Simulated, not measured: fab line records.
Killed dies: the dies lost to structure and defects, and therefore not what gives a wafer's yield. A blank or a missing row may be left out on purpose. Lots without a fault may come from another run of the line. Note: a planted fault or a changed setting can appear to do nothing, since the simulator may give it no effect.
Code-filled problem report in 8D (eight disciplines) form + flow rit cmos + the parts of the form that need people (team, actions taken, sign-off) are left out

1. THE ISSUE
Across 6 wafers from 2 lots, SPACER_NITRIDE_THK at RIT_SPACER_THK_MEAS_04 averages 483.6 nm, while fault-free wafers read 249.1 nm with a standard deviation of 2.2. That is +99 or more standard deviations from the usual mean.
Earliest sighting: wafer L971.1 on film metro-01 at day 7 01:57. At this step, 42 wafers from 14 lots have a number in the record. Rule for "out", or "out of limits": more than 4 standard deviations from the usual mean. The other wafers with a number count as sound.

2. WHAT THIS IS AND IS NOT
| question                    | is                           | is not                                                                 |
|-----------------------------|------------------------------|------------------------------------------------------------------------|
| which readings at this step | SPACER_NITRIDE_THK           | -                                                                      |
| which lots                  | L971, L972                   | L952, L955, L956, L957, L958, L959, L960, L963, L964, L966, L967, L974 |
| which wafers of those lots  | all that have a number       | -                                                                      |
| read on which gauges        | film metro-01, film metro-02 | film metro-04                                                          |
| when                        | from day 7 01:57             | up to then (33 sound wafers); but 3 sound wafers of L974 came after    |

3. WHAT RULES OUT EACH SUSPECT
Counting: a tool at a process step up to the reading stays a suspect if it ran every lot that is out and no sound lot after the first of them.
- the gauge at RIT_SPACER_THK_MEAS_04: ruled out. 2 gauges (film metro-01, film metro-02) read the wafers that are out.
- lpcvd-02 at RIT_SPACER_CVD_03 (deposits Si3N4 from SiH2Cl2/NH3, target thk 250 nm, time 3300 s): kept. Every lot that is out went through it, starting with L971 (day 7 00:02), and after that it ran no sound lot; the last sound lot it ran before then is L963 (day 5 12:42).
Left after counting: lpcvd-02 at RIT_SPACER_CVD_03.

4. THE CAUSE (what the simulator had put in)
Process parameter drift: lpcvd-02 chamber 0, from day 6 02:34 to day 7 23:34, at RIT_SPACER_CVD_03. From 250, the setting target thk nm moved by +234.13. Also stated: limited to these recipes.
Only this tool survived the counting.

5. SEQUENCE OF EFFECTS, ordered by route
Each row: a reading where the mean over the struck wafers with a number is more than 3 standard deviations away from the usual. Scope: only readings with a usual standard deviation given in the record; hours: median across lots of the time from each lot's start at the first step in this table that gives one to its start at this step; sigmas: change in usual standard deviations.
| hours | step                   | reading             | usual      | on struck wafers | change | sigmas      |
|-------|------------------------|---------------------|------------|------------------|--------|-------------|
| 0     | RIT_SPACER_THK_MEAS_04 | SPACER_NITRIDE_THK  | 249.1 nm   | 483.6            | +234.5 | +99 or more |
| 0     | RIT_SPACER_ETCHBACK_05 | oes product au      | 0.845 a.u. | 0.998            | +0.153 | +7.7        |
| 11    | RIT_M1_PROBE_99        | killed at front end | 7          | 264              | +257   | +80         |
| 11    | RIT_M1_PROBE_99        | killed dies         | 7          | 264              | +257   | +80         |
| 11    | RIT_M1_PROBE_99        | killed on rim       | 2.0        | 70.0             | +68.0  | +45         |
The process steps in it:
- RIT_SPACER_ETCHBACK_05: etches Si3N4 in SF6/CHF3, stops on SiO2, target depth 250 nm, time 240 s.
- RIT_M1_PROBE_99

6. WHAT WOULD HAVE CAUGHT IT SOONER
The first out-of-limits reading at a measuring or inspecting step in this record came at day 7 01:57, 23 hours after the fault's start at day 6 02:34.
Lots out: 2; of these, L972 started RIT_SPACER_CVD_03 on lpcvd-02 after day 7 01:57. A hold on the tool at that time would have spared it.
